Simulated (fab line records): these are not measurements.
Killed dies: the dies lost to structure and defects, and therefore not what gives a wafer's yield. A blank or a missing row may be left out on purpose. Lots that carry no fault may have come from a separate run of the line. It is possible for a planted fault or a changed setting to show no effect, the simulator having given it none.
Lot-split experiment / flow berkeley cmos170 / 23 wafers read from 5 lots, route of 331 steps

ABOUT THE SPLIT
At UCB170_GATE_PEB_10, the setting peb temp c was moved away from the recipe's 130 C on 8 of the 23 wafers read, by -1.5% to +2.7%. All remaining wafers had this setting at the recipe value.

FROM THE SPLIT TO THE READING: what the file shows between them, 5 steps
- UCB170_GATE_DEVELOP_11: develop time 45 s
- UCB170_GATE_CD_MEAS_12: target cd 350 nm
- UCB170_GATE_ETCH_14: etches BARC in N2/H2
- UCB170_GATE_ETCH_15: etches poly-Si in HBr/Cl2, stops on SiO2, time 56.3 s, target depth 278.2 nm
- UCB170_GATE_STRIP_16: strips in O2

THE READING
cd nm (nm) at UCB170_GATE_CD_MEAS_90, where the cd target is 350 nm. Fault-free wafers of this fab line usually give 350.3 nm, standard deviation 1 nm.

wafer=L074.1; tool, chamber at the split=litho track-01, 0; peb temp c as run, C=130; against the recipe=recipe; cd nm, nm=351.0; against lot-mates on the recipe=-
wafer=L074.2; tool, chamber at the split=litho track-01, 0; peb temp c as run, C=130; against the recipe=recipe; cd nm, nm=350.8; against lot-mates on the recipe=-
wafer=L074.3; tool, chamber at the split=litho track-01, 0; peb temp c as run, C=130; against the recipe=recipe; cd nm, nm=349.8; against lot-mates on the recipe=-
wafer=L074.4; tool, chamber at the split=litho track-01, 0; peb temp c as run, C=130; against the recipe=recipe; cd nm, nm=351.6; against lot-mates on the recipe=-
wafer=L074.6; tool, chamber at the split=litho track-01, 0; peb temp c as run, C=130; against the recipe=recipe; cd nm, nm=351.3; against lot-mates on the recipe=-
wafer=L076.1; tool, chamber at the split=litho track-01, 0; peb temp c as run, C=130; against the recipe=recipe; cd nm, nm=349.6; against lot-mates on the recipe=-
wafer=L076.2; tool, chamber at the split=litho track-01, 0; peb temp c as run, C=128; against the recipe=-1.5%; cd nm, nm=364.4; against lot-mates on the recipe=+15.0
wafer=L076.3; tool, chamber at the split=litho track-01, 0; peb temp c as run, C=128; against the recipe=-1.5%; cd nm, nm=363.8; against lot-mates on the recipe=+14.4
wafer=L076.4; tool, chamber at the split=litho track-01, 0; peb temp c as run, C=128; against the recipe=-1.5%; cd nm, nm=365.8; against lot-mates on the recipe=+16.4
wafer=L076.6; tool, chamber at the split=litho track-01, 0; peb temp c as run, C=130; against the recipe=recipe; cd nm, nm=349.1; against lot-mates on the recipe=-
wafer=L080.1; tool, chamber at the split=litho track-03, 0; peb temp c as run, C=133.5; against the recipe=+2.7%; cd nm, nm=331.3; against lot-mates on the recipe=-19.9
wafer=L080.3; tool, chamber at the split=litho track-03, 0; peb temp c as run, C=130; against the recipe=recipe; cd nm, nm=350.7; against lot-mates on the recipe=-
wafer=L080.4; tool, chamber at the split=litho track-03, 0; peb temp c as run, C=130; against the recipe=recipe; cd nm, nm=351.8; against lot-mates on the recipe=-
wafer=L080.5; tool, chamber at the split=litho track-03, 0; peb temp c as run, C=133.5; against the recipe=+2.7%; cd nm, nm=331.6; against lot-mates on the recipe=-19.6
wafer=L080.6; tool, chamber at the split=litho track-03, 0; peb temp c as run, C=133.5; against the recipe=+2.7%; cd nm, nm=332.0; against lot-mates on the recipe=-19.2
wafer=L079.1; tool, chamber at the split=litho track-01, 0; peb temp c as run, C=133.2; against the recipe=+2.5%; cd nm, nm=332.1; against lot-mates on the recipe=-19.9
wafer=L079.3; tool, chamber at the split=litho track-01, 0; peb temp c as run, C=130; against the recipe=recipe; cd nm, nm=351.2; against lot-mates on the recipe=-
wafer=L079.4; tool, chamber at the split=litho track-01, 0; peb temp c as run, C=130; against the recipe=recipe; cd nm, nm=353.0; against lot-mates on the recipe=-
wafer=L079.5; tool, chamber at the split=litho track-01, 0; peb temp c as run, C=133.2; against the recipe=+2.5%; cd nm, nm=332.6; against lot-mates on the recipe=-19.4
wafer=L079.6; tool, chamber at the split=litho track-01, 0; peb temp c as run, C=130; against the recipe=recipe; cd nm, nm=351.7; against lot-mates on the recipe=-
wafer=L082.1; tool, chamber at the split=litho track-04, 0; peb temp c as run, C=130; against the recipe=recipe; cd nm, nm=350.3; against lot-mates on the recipe=-
wafer=L082.3; tool, chamber at the split=litho track-04, 0; peb temp c as run, C=130; against the recipe=recipe; cd nm, nm=350.7; against lot-mates on the recipe=-
wafer=L082.4; tool, chamber at the split=litho track-04, 0; peb temp c as run, C=130; against the recipe=recipe; cd nm, nm=351.2; against lot-mates on the recipe=-

FIT RESULTS
A straight line over all 23 wafers: cd nm changes by -7.68 nm for each +1% of peb temp c; r = -0.99; the points scatter about the line by 1.2 nm.
The same after taking each lot's own level away (the mean of its wafers on the recipe; 23 wafers): -8.09 nm for each +1%; r = -0.99; scatter 1.3 nm.
On that fit, the largest move of peb temp c shifts the reading by 22 nm.
Measured against the standard deviation above, the lots' own levels, which go from 349.35 to 351.97 nm, span 2.6 times it.
Hence the lot-to-lot level has little effect on the slope; both slopes agree.
Check: -21.4 nm against its lot-mates is what the line predicts for one of the wafers moved furthest among these (+2.7%) when that wafer is left out of the fit. Against them it came out at -19.9 nm.

OTHER SPLITS ON THESE WAFERS
Note: prior to the reading, these wafers also went through further splits. Each is held against what the fit with the lots' levels taken away leaves over:
other split on the same wafers=UCB170_START_OXIDATION_02 temp c; wafers away from the commonest value=10; r with cd nm (lot level and that fit taken away)=-0.42
other split on the same wafers=UCB170_NWELL_COAT_07 spin rpm; wafers away from the commonest value=11; r with cd nm (lot level and that fit taken away)=-0.56
other split on the same wafers=UCB170_NWELL_ETCH_13 time s; wafers away from the commonest value=11; r with cd nm (lot level and that fit taken away)=+0.43
other split on the same wafers=UCB170_PWELL_OXIDATION_02 ox time s; wafers away from the commonest value=15; r with cd nm (lot level and that fit taken away)=-0.47
other split on the same wafers=UCB170_PFIELD_IMPLANT_07 energy kev; wafers away from the commonest value=9; r with cd nm (lot level and that fit taken away)=-0.37
other split on the same wafers=UCB170_SACOX_OXIDATION_01 ox time s; wafers away from the commonest value=18; r with cd nm (lot level and that fit taken away)=+0.44
other split on the same wafers=UCB170_PVT_IMPLANT_07 energy kev; wafers away from the commonest value=9; r with cd nm (lot level and that fit taken away)=+0.28

THE WHOLE CHAIN: every reading that the file lists as answering this split, in the file's order
step=UCB170_GATE_CD_MEAS_12; what it does=target cd 350 nm; reading=cd nm; change (the file's fit)=-7.84 nm for each +1% of the setting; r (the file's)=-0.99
step=UCB170_GATE_ETCH_15; what it does=etches poly-Si in HBr/Cl2, stops on SiO2, time 56.3 s, target depth 278.2 nm; reading=GATE.cd nm (the simulator's own value, which no gauge read); change (the file's fit)=-7.92 nm for each +1% of the setting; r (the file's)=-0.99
step=UCB170_GATE_CD_MEAS_90; what it does=target cd 350 nm; reading=cd nm; change (the file's fit)=-7.95 nm for each +1% of the setting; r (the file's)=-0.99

FILE'S OWN FIT
cd nm changes by -7.95 nm for each +1% of peb temp c, r = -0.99.
